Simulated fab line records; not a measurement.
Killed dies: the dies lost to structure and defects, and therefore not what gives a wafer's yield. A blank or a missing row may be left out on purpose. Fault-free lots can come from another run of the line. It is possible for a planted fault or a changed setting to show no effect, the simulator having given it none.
What tool caused it? | flow berkeley_cmos170 | 15 lots with 45 wafers sampled at 2 steps, on a route of 331 steps

== WHAT THE GAUGES SHOWED, per wafer ==
UCB170_NWELL_THK_MEAS_02.
lot  | measured    | on            | NWELL_OXIDE_THK (nm)
L681 | day 2 01:01 | film_metro-04 | 26.3 26.6 25.4
L682 | day 2 09:37 | film_metro-03 | 26.4 26.8 26.3
L683 | day 2 18:10 | film_metro-04 | 26.4 26.9 26.7
L685 | day 3 03:37 | film_metro-01 | 26.8 26.4 26.1
L686 | day 3 03:37 | film_metro-04 | 26.0 25.7 26.0
L688 | day 3 21:19 | film_metro-04 | 39.5 39.5 40.2
L690 | day 3 22:34 | film_metro-01 | 26.5 26.1 26.2
L694 | day 4 21:15 | film_metro-03 | 39.7 38.0 39.5
L696 | day 5 01:59 | film_metro-04 | 25.9 26.2 26.1
L697 | day 5 14:02 | film_metro-03 | 41.8 41.4 41.2
L700 | day 5 23:35 | film_metro-01 | 27.0 27.3 27.3
L701 | day 6 07:47 | film_metro-03 | 26.2 26.4 25.8
L702 | day 6 15:13 | film_metro-03 | 26.3 26.4 26.4
L703 | day 6 15:13 | film_metro-04 | 26.2 26.0 26.0
L704 | day 6 23:14 | film_metro-04 | 26.5 26.3 26.7

== TOOL THAT RAN EACH LOT (tool first, then ch and the chambers of the sampled wafers, then the start) ==
lot  | UCB170_NWELL_OXIDATION_01
L681 | furnace-04 ch 0, day 1 23:38
L682 | furnace-01 ch 0, day 2 08:16
L683 | furnace-01 ch 0, day 2 16:48
L685 | furnace-02 ch 0, day 3 02:16
L686 | furnace-02 ch 0, day 3 02:16
L688 | furnace-01 ch 0, day 3 17:07
L690 | furnace-02 ch 0, day 3 21:13
L694 | furnace-02 ch 0, day 4 17:17
L696 | furnace-04 ch 0, day 5 00:38
L697 | furnace-01 ch 0, day 5 08:20
L700 | furnace-04 ch 0, day 5 22:14
L701 | furnace-02 ch 0, day 6 06:26
L702 | furnace-02 ch 0, day 6 13:52
L703 | furnace-02 ch 0, day 6 13:52
L704 | furnace-01 ch 0, day 6 21:53
- UCB170_NWELL_OXIDATION_01: target thk 26.4 nm, ox time 1260 s.

== AS READ BY THE TOOLS THEMSELVES (means over the sampled wafers that have a number; for cases with no such wafer, the mark the record gives instead) ==
UCB170_NWELL_OXIDATION_01.
lot  | tool       | tube_center_temp_C (C)
L681 | furnace-04 | 1000
L682 | furnace-01 | 1000
L683 | furnace-01 | 1000
L685 | furnace-02 | 1000
L686 | furnace-02 | 1000
L688 | furnace-01 | 1000
L690 | furnace-02 | 1000
L694 | furnace-02 | 1000
L696 | furnace-04 | 1000
L697 | furnace-01 | 1000
L700 | furnace-04 | 1000
L701 | furnace-02 | 1000
L702 | furnace-02 | 1000
L703 | furnace-02 | 1000
L704 | furnace-01 | 1000

== THE ANSWER, worked out from the rows above alone ==
Rule: usual is defined by the lots themselves. Put in order of their means at a reading, lots are off if they are a third of the lots or fewer, leave a main group of 4 or more, and stand apart from it by a gap of 3 or more times the standard deviation of the main group's means; of several such gaps the widest counts. A main group whose means are all the same, to the digits that the tables above print for the reading, isn't used. A lot without any number at a reading at which 4 lots or more have one is off too. All remaining lots with rows at the step are treated as sound. The gauges are gone through in route order, then the tools' own readings, and for those a lot's mean is taken as printed above. At the first step where some lot is off, the reading lying furthest off is the one used; lots without a number count as furthest.
Off: L688, L694, L697, seen at UCB170_NWELL_THK_MEAS_02 (NWELL_OXIDE_THK). Mean 26.4 nm and standard deviation 0.34 in the main group.
A tool fits if, at a process step before that reading, it ran every lot that is off, and no sound lot after the first of them. Gauges at UCB170_NWELL_THK_MEAS_02: tried the same way as those tools. Of those tried, none fits.

== WHAT THE SIMULATOR HAD PUT IN ==
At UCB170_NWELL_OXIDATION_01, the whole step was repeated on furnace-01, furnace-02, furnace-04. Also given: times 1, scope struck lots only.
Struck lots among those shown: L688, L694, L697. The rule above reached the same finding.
